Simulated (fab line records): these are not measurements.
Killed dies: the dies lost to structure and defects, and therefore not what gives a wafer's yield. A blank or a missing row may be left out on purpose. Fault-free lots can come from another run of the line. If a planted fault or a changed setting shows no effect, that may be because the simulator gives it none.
fab line records	flow berkeley-cmos170
record: lots: 15	wafers: 45	last-day: 14
route steps=331 shown V1@254 V2@294
lots that met no fault: from a run of the same line without faults
start-h: hours from the record's opening day to when the first of the lot's shown wafers began	wait-h: hours elapsed since this lot's preceding step	" the same as in the row above	L1.1+2: several wafers, shown together as one row	- no value, or no start was given	* or withheld: withheld	< > ~ a bound
route shown NAME@n: NAME is a module with steps in the file, n the number in the route of the first one	usual: mean/standard deviation taken from wafers without a fault	same: alike in all rows	chamber/n: place in a boat	sites: each site's reading	_std_site: the standard deviation of these	_edge_site: outer sites' mean less inner sites'	radius-mm: how far each site lies from the wafer's centre	mask NAME#n: copy n	behind: the most recent tool/chamber to have shaped the wafer	hold: why the lot was held/for how many hours/how that ended	device: the n, p or np transistor that did not switch	end of line: tests run on the same wafers once the route is complete	a step without rows: its recipe alone	killed: dies lost to structure and defects at the first sort, not the wafer's yield	map: the dies of a wafer, with x for killed, . for not killed, _ for no die there
set.NAME: the setting the step ran with; set.NAME@STEP: the setting that earlier step ran with	model.NAME: the simulator's own value behind a step, which no gauge read
steps of the route over a sample of lots; a table a step, a row a wafer
services: from which hour (start-h, from the record's first day; less than 0 if before it) a tool's chamber was out of use, for how many hours, and why
== steps ==
step: UCB170_V1_CVD_00
recipe: material: SiO2	target-thk-nm: 2000	temp-c: 390	precursor: TEOS/O2	time-s: 250	rf-w: 550	pressure-mtorr: 9000
usual: heater-power-w: 266/64
lot.wafer	tool	chamber	start-h	wait-h	heater-power-w	since-wet-clean-h
L988.1	pecvd-01	1	166.03	0.0	262	138
L988.2	"	0	"	"	189	138
L988.3	"	2	"	"	222	138
L991.2	pecvd-02	1	206.01	0.0	282	285
L991.4	"	2	"	"	237	-
L991.5	"	1	"	"	350	-
L994.2	pecvd-02	0	213.72	0.0	339	292
L994.3	"	2	"	"	323	292
L994.4	"	0	"	"	282	-
L995.3	pecvd-01	1	215.06	0.0	258	187
L995.4	"	0	"	"	165	-
L995.5	"	2	"	"	143	-
L993.2	pecvd-03	2	216.39	0.0	317	402
L993.4	"	0	"	"	242	-
L993.6	"	1	"	"	195	-
L997.1	pecvd-01	0	225.49	0.0	252	197
L997.2	"	2	"	"	213	197
L997.5	"	1	"	"	178	-
L996.3	pecvd-03	1	226.95	0.0	279	412
L996.4	"	0	"	"	327	-
L996.6	"	2	"	"	341	-
L100.1	pecvd-01	2	238.44	0.0	223	210
L100.3	"	1	"	"	241	210
L100.6	"	0	"	"	167	-
L104.1	pecvd-03	2	261.43	0.0	329	5
L104.3	"	0	"	"	315	5
L104.4	"	2	"	"	239	-
L105.1	pecvd-02	2	271.56	0.0	330	350
L105.2	"	0	"	"	349	350
L105.4	"	1	"	"	370	-
L108.2	pecvd-03	0	281.16	0.0	355	25
L108.3	"	1	"	"	315	-
L108.6	"	1	"	"	227	-
L107.2	pecvd-02	0	282.49	0.0	330	361
L107.5	"	2	"	"	242	-
L107.6	"	1	"	"	371	-
L109.3	pecvd-01	0	296.67	0.0	242	268
L109.4	"	2	"	"	142	-
L109.5	"	0	"	"	171	-
L110.1	pecvd-03	0	298.01	0.0	352	42
L110.2	"	2	"	"	310	42
L110.6	"	2	"	"	239	-
L111.1	pecvd-01	2	318.33	0.0	209	290
L111.4	"	2	"	"	141	-
L111.5	"	0	"	"	170	-
step: UCB170_V1_THK_MEAS_04
recipe: reads: SiO2_of_V1_CVD_00
usual: V1_POLISHED_THK: 999.6/1.1
lot.wafer	tool	chamber	start-h	wait-h	V1_POLISHED_THK[nm]
L988.1	film-metro-04	-	166.67	0.1	1000.6
L988.2	"	-	"	"	1000.3
L988.3	"	-	"	"	1000.1
L991.2	film-metro-03	-	206.66	0.1	998.2
L991.4	"	-	"	"	997.6
L991.5	"	-	"	"	998.5
L994.2	film-metro-02	-	214.47	0.1	999.5
L994.3	"	-	"	"	997.8
L994.4	"	-	"	"	999.2
L995.3	film-metro-03	-	215.71	0.1	999.3
L995.4	"	-	"	"	998.9
L995.5	"	-	"	"	999.2
L993.2	film-metro-03	-	217.04	0.1	998.9
L993.4	"	-	"	"	999.9
L993.6	"	-	"	"	1000.2
L997.1	film-metro-02	-	226.13	0.1	999.1
L997.2	"	-	"	"	1000.2
L997.5	"	-	"	"	998.1
L996.3	film-metro-02	-	227.60	0.1	998.5
L996.4	"	-	"	"	998.6
L996.6	"	-	"	"	999.6
L100.1	film-metro-02	-	239.37	0.1	998.2
L100.3	"	-	"	"	998.6
L100.6	"	-	"	"	999.4
L104.1	film-metro-04	-	262.07	0.1	998.0
L104.3	"	-	"	"	999.7
L104.4	"	-	"	"	999.3
L105.1	film-metro-03	-	272.20	0.1	1000.4
L105.2	"	-	"	"	999.1
L105.4	"	-	"	"	997.3
L108.2	film-metro-03	-	281.88	0.1	1000.7
L108.3	"	-	"	"	1000.8
L108.6	"	-	"	"	1000.7
L107.2	film-metro-03	-	283.14	0.1	1000.4
L107.5	"	-	"	"	998.2
L107.6	"	-	"	"	999.5
L109.3	film-metro-02	-	297.33	0.1	1000.2
L109.4	"	-	"	"	1000.6
L109.5	"	-	"	"	999.9
L110.1	film-metro-03	-	298.64	0.1	1001.1
L110.2	"	-	"	"	1000.8
L110.6	"	-	"	"	1001.9
L111.1	film-metro-04	-	318.96	0.1	999.7
L111.4	"	-	"	"	1000.7
L111.5	"	-	"	"	998.7
step: UCB170_V2_CMP_02
recipe: material: SiO2	down-force-psi: 6	platen-rpm: 60	pad-velocity-m-s: 0.75398
usual: motor-current-A: 16.5/1.8
lot.wafer	tool	chamber	start-h	wait-h	motor-current-A
L988.2	cmp-02	1	171.41	0.0	15.8
L988.3	"	3	"	"	16.8
L988.1	"	0	"	"	13.9
L991.4	cmp-02	2	213.74	0.0	16.1
L991.2	"	3	"	"	14.9
L991.5	"	2	"	"	15.1
L994.3	cmp-02	3	220.02	0.0	16.6
L994.2	"	0	"	"	13.6
L994.4	"	2	"	"	15.2
L995.3	cmp-01	0	220.63	0.0	16.5
L995.4	"	1	"	"	16.5
L995.5	"	1	"	"	16.6
L993.4	cmp-02	3	222.28	0.0	16.8
L993.2	"	0	"	"	13.5
L993.6	"	3	"	"	15.8
L997.1	cmp-01	0	231.05	0.1	15.6
L997.2	"	1	"	"	15.7
L997.5	"	3	"	"	16.4
L996.3	cmp-01	2	232.34	0.0	19.3
L996.4	"	3	"	"	16.5
L996.6	"	2	"	"	19.3
L100.1	cmp-02	2	244.41	0.1	15.9
L100.3	"	3	"	"	15.9
L100.6	"	1	"	"	16.3
L104.3	cmp-01	1	269.82	0.1	16.7
L104.4	"	2	"	"	21.2
L104.1	"	3	"	"	16.6
L105.2	cmp-01	2	277.11	0.0	20.3
L105.4	"	0	"	"	15.5
L105.1	"	1	"	"	16.8
L108.3	cmp-02	3	289.04	0.1	14.7
L108.2	"	0	"	"	13.7
L108.6	"	1	"	"	16.3
L107.2	cmp-01	0	289.16	0.1	16.2
L107.5	"	2	"	"	20.5
L107.6	"	3	"	"	16.6
L109.4	cmp-01	3	303.39	0.1	16.3
L109.3	"	0	"	"	16.9
L109.5	"	3	"	"	16.4
L110.2	cmp-01	1	304.52	0.1	16.6
L110.1	"	2	"	"	20.4
L110.6	"	3	"	"	17.0
L111.1	cmp-01	2	324.03	0.1	21.6
L111.4	"	3	"	"	16.2
L111.5	"	0	"	"	16.1
step: UCB170_V2_DEVELOP_11
recipe: developer: TMAH	develop-time-s: 45	resist: KrF	dev-temp-c: 21
usual: chill-plate-temp-C: 22.99/0.12	develop-time-s: 45/0
lot.wafer	tool	chamber	start-h	wait-h	chill-plate-temp-C	develop-time-s
L988.1	litho-track-03	0	172	-	23.00	45
L988.2	"	0	"	"	22.83	45
L988.3	"	0	173	-	22.93	45
L991.2	litho-track-03	0	215	-	22.80	45
L991.4	"	0	"	"	23.07	45
L991.5	"	0	"	"	23.04	45
L994.2	litho-track-04	0	221	-	23.21	45
L994.3	"	0	"	"	22.94	45
L994.4	"	0	"	"	23.12	45
L995.3	litho-track-04	-	222	-	-	-
L995.4	"	-	"	"	-	-
L995.5	"	-	"	"	-	-
L993.2	litho-track-04	-	224	-	-	-
L993.4	"	-	"	"	-	-
L993.6	"	-	"	"	-	-
L997.1	litho-track-03	-	232	-	-	-
L997.2	"	-	"	"	-	-
L997.5	"	-	"	"	-	-
L996.3	litho-track-03	0	234	-	22.87	45
L996.4	"	0	"	"	22.83	45
L996.6	"	0	"	"	22.82	45
L100.1	litho-track-03	0	246	-	23.02	45
L100.3	"	0	"	"	22.90	45
L100.6	"	0	"	"	22.96	45
L104.1	litho-track-02	0	271	-	22.93	45
L104.3	"	0	"	"	22.90	45
L104.4	"	0	"	"	22.85	45
L105.1	litho-track-03	0	278	-	22.91	45
L105.2	"	0	"	"	23.03	45
L105.4	"	0	"	"	23.02	45
L108.2	litho-track-03	0	290	-	23.13	45
L108.3	"	0	"	"	22.99	45
L108.6	"	0	"	"	23.08	45
L107.2	litho-track-02	0	291	-	23.08	45
L107.5	"	0	"	"	22.94	45
L107.6	"	0	"	"	22.97	45
L109.3	litho-track-02	0	307	-	23.07	45
L109.4	"	0	"	"	23.15	45
L109.5	"	0	"	"	23.05	45
L110.1	litho-track-02	0	307	-	23.07	45
L110.2	"	0	"	"	22.91	45
L110.6	"	0	"	"	23.07	45
L111.1	litho-track-03	0	325	-	22.87	45
L111.4	"	0	"	"	22.86	45
L111.5	"	0	"	"	22.78	45
== services ==
tool	chamber	start-h	hours	kind
pecvd-03	-	158.39	0.5	repair
cmp-01	-	163.60	3.9	pm
cmp-01	-	182.72	12.9	pm
pecvd-01	-	195.51	0.7	repair
cmp-01	-	213.52	1.8	repair
pecvd-02	-	222.29	14.6	pm
cmp-02	-	232.00	4.0	pm
cmp-02	-	236.00	-	consumable-replace:conditioner
cmp-02	-	236.00	-	consumable-replace:pad
cmp-02	-	241.81	2.2	repair
pecvd-03	-	242.50	14.0	pm
pecvd-03	0	242.50	14.0	vent-cycle
pecvd-03	1	242.50	14.0	vent-cycle
pecvd-03	2	242.50	14.0	vent-cycle
pecvd-01	2	257.14	8.0	repair
cmp-01	-	259.29	1.9	repair
cmp-02	-	266.25	4.9	pm
cmp-02	-	273.03	0.7	repair
pecvd-03	2	273.69	10.9	repair
pecvd-01	1	283.02	4.3	repair
cmp-02	-	291.09	0.6	repair
cmp-01	-	297.52	1.8	repair
cmp-02	-	300.97	3.8	repair
cmp-02	-	308.70	0.7	repair
== key ==
first-sign: step: UCB170_V2_DEVELOP_11	reading: tool-record	direction: missing
effect none on later readings
met-at UCB170_V2_DEVELOP_11
struck-lots L993,L995,L997
later-rows-left-out L993.2,L993.4,L993.6,L995.3,L995.4,L995.5,L997.1,L997.2,L997.5
sort-left-out L993.2,L993.4,L993.6,L995.3,L995.4,L995.5,L997.1,L997.2,L997.5
not-acting-at UCB170_V1_CVD_00,UCB170_V1_THK_MEAS_04,UCB170_V2_CMP_02
onset-between 221 222
fault: kind: skipped-step-whole	tool: litho-track-03,litho-track-04	chamber: -	onset-h: 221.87	steps: UCB170_V2_DEVELOP_11	scope: struck-lots-only
sort-left-out: the simulated sort isn't trusted on such a fault, so these wafers' sort isn't shown, and their yield isn't known
later-rows-left-out: the simulator's readings of these wafers behind a module that went badly wrong aren't trusted and aren't shown, but for the sort
